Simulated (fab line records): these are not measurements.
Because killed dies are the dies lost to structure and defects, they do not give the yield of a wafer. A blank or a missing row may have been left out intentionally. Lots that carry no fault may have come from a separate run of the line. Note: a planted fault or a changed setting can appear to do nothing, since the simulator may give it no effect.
Which tool did it? + flow ritCmos + 15 lots (45 wafers sampled), 1 step of a 202-step route

== WHAT EACH GAUGE READ, for each wafer ==
RIT_FOX2_THK_MEAS_01. Usual: for FOX2_OXIDE_THK the level is 352 nm and the standard deviation is 5.5.
| lot  | measured    | on           | FOX2_OXIDE_THK (nm) | flag |
|------|-------------|--------------|---------------------|------|
| L820 | day 2 05:52 | filmMetro-03 | 345 349 345         |      |
| L821 | day 2 11:46 | filmMetro-03 | 355 353 356         |      |
| L822 | day 2 15:29 | filmMetro-02 | 350 351 352         |      |
| L823 | day 2 19:51 | filmMetro-03 | 355 354 350         |      |
| L824 | day 2 23:14 | filmMetro-04 | 351 361 354         |      |
| L826 | day 4 02:40 | filmMetro-03 | 349 351 355         |      |
| L827 | day 4 02:40 | filmMetro-02 | 353 358 360         |      |
| L828 | day 4 08:07 | filmMetro-04 | 350 347 343         |      |
| L829 | day 4 08:07 | filmMetro-02 | 363 361 364         |      |
| L831 | day 4 20:59 | filmMetro-03 | 358 353 350         |      |
| L833 | day 5 00:41 | filmMetro-02 | 357 362 362         |      |
| L834 | day 5 04:23 | filmMetro-03 | 352 359 354         |      |
| L835 | day 5 13:35 | filmMetro-04 | 351 354 349         |      |
| L841 | day 6 10:25 | filmMetro-04 | 345 347 348         |      |
| L842 | day 6 14:31 | filmMetro-04 | 345 351 350         |      |

== WHAT TOOL EACH LOT RAN ON (gives the tool, then ch and the chambers of the sampled wafers, and finally the start) ==
There is no process step in the record ahead of these readings.

== AS READ BY THE TOOLS THEMSELVES (means over the sampled wafers that have a number; for cases with no such wafer, the mark the record gives instead) ==
The record holds no such reading with a usual standard deviation.

== THE ANSWER, worked out from the rows above alone ==
Rule: lot off if the mean of its wafers having a number is beyond 3 standard deviations from the usual mean. Also off: a lot with no number at a reading for which 4 or more lots have one. All remaining lots with rows at the step are treated as sound. The gauges are gone through in route order, then the tools' own readings, and for those a lot's mean is taken as printed above. At the first step where some lot is off, the reading lying furthest off is the one used; lots without a number count as furthest.
None of the lots is off at any reading shown; this tells nothing.

== WHAT THE SIMULATOR HAD PUT IN ==
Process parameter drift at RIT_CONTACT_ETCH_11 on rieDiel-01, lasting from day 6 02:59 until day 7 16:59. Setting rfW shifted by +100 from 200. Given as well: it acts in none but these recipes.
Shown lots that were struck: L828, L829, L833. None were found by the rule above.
